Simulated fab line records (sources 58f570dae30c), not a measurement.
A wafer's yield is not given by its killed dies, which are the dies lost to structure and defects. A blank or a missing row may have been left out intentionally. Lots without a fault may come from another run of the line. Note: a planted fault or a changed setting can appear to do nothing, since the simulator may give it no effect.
Code-filled problem report in 8D (eight disciplines) form || flow berkeley_cmos170 || the parts of the form that need people (team, actions taken, sign-off) are left out

## 1. PROBLEM STATEMENT
ACTIVE_NITRIDE_THK at UCB170_ACTIVE_THK_MEAS_06 reads a mean of 138.3 nm on 3 wafers of 1 lot; wafers without a fault read 220.8 nm with a standard deviation of 1.8. Measured from the usual mean, that is -46 standard deviations.
First observed at day 7 23:29: wafer L666.1, on film_metro-01. The record has a number at this step for 36 wafers belonging to 12 lots. By rule, "out" or "out of limits" means more than 4 standard deviations away from the usual mean. The other wafers with a number count as sound.

## 2. WHAT IT IS; WHAT IT IS NOT
{"question": "which readings at this step", "is": "ACTIVE_NITRIDE_THK", "is not": "-"}
{"question": "which lots", "is": "L666", "is not": "L650, L651, L652, L653, L654, L655, L656, L657, L658, L659, L660"}
{"question": "which wafers of those lots", "is": "all that have a number", "is not": "-"}
{"question": "read on which gauges", "is": "film_metro-01", "is not": "film_metro-02, film_metro-04"}
{"question": "when", "is": "from day 7 23:29", "is not": "up to then (33 sound wafers)"}

## 3. THE SUSPECTS, EACH WITH WHAT RULES IT OUT
Counting: a tool at any process step up to the reading remains a suspect when it ran all the lots that are out and ran no sound lot after the first of those.
- the gauge at UCB170_ACTIVE_THK_MEAS_06 has been ruled out. All the wafers that are out were read on film_metro-01, but those of them that UCB170_ACTIVE_CVD_05 has rows for are out there too, on other tools.
- plasma_asher-01 at UCB170_ZERO_STRIP_07 (strips in O2): kept. It ran the lot that is out, L666 (day 5 02:44), and no sound lot after that; its last sound lot up to then is L653 (day 2 09:53).
- lpcvd-02 at UCB170_ACTIVE_CVD_05 (deposits Si3N4 from SiH2Cl2/NH3, target thk 220 nm, time 3300 s): kept. It ran the lot that is out, L666 (day 7 21:34), and no sound lot after that; its last sound lot up to then is L658 (day 6 01:32). On those wafers its own readings are out: spike_tc_centre_C, spike_tc_load_C, spike_tc_source_C, susceptor_temp_C.
After counting, plasma_asher-01 at UCB170_ZERO_STRIP_07 and lpcvd-02 at UCB170_ACTIVE_CVD_05 remain.

## 4. THE CAUSE (what the simulator had put in)
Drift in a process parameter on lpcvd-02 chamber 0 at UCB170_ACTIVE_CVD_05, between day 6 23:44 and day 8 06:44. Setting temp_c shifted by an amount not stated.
This tool is one of the 2 suspects left after counting.

## 5. SEQUENCE OF EFFECTS, ordered by route
Each row: a reading where the mean over the struck wafers with a number is more than 3 standard deviations away from the usual. Only readings whose record carries a usual standard deviation are examined. hours: median over the lots of the time between each lot's start at the first step of this table that gives one and its start at this step. sigmas: the change, counted in usual standard deviations.
{"hours": 0, "step": "UCB170_ACTIVE_CVD_05", "reading": "spike_tc_centre_C", "usual": "802.2 C", "on struck wafers": 777.1, "change": -25.1, "sigmas": -25}
{"hours": 0, "step": "UCB170_ACTIVE_CVD_05", "reading": "spike_tc_load_C", "usual": "825.0 C", "on struck wafers": 800.6, "change": -24.4, "sigmas": -9.4}
{"hours": 0, "step": "UCB170_ACTIVE_CVD_05", "reading": "spike_tc_source_C", "usual": "820.3 C", "on struck wafers": 792.2, "change": -28.1, "sigmas": -12}
{"hours": 0, "step": "UCB170_ACTIVE_CVD_05", "reading": "susceptor_temp_C", "usual": "800.0 C", "on struck wafers": 774.9, "change": -25.1, "sigmas": -76}
{"hours": 2, "step": "UCB170_ACTIVE_THK_MEAS_06", "reading": "ACTIVE_NITRIDE_THK", "usual": "220.8 nm", "on struck wafers": 138.3, "change": -82.5, "sigmas": -46}
{"hours": 3, "step": "UCB170_ACTIVE_ETCH_15", "reading": "oes_product_au", "usual": "0.951 a.u.", "on struck wafers": 0.748, "change": -0.203, "sigmas": -16}
Process steps it contains:
- UCB170_ACTIVE_CVD_05: deposits Si3N4 from SiH2Cl2/NH3, target thk 220 nm, time 3300 s.
- UCB170_ACTIVE_ETCH_15: etches Si3N4 in CH3F/Ar/O2, stops on SiO2, target depth 242 nm, time 151 s.
Later measuring or inspecting steps at which every struck wafer that the step has a row for has a number for every such reading, and none has moved that far: UCB170_ACTIVE_CD_MEAS_13.

## 6. WHAT WOULD HAVE CAUGHT IT SOONER
Counted from the fault's start at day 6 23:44, it took 24 hours until the first out-of-limits reading at a measuring or inspecting step in this record, taken at day 7 23:29.
Tool's own readings at UCB170_ACTIVE_CVD_05, spike_tc_centre_C, spike_tc_load_C, spike_tc_source_C, susceptor_temp_C: out on all struck wafers the step has rows for; an alarm limit on them would have tripped on the first.
By day 7 23:29, every lot that is out (1) had started UCB170_ACTIVE_CVD_05 on lpcvd-02. Had the tool been put on hold then, not one of them would have been saved.
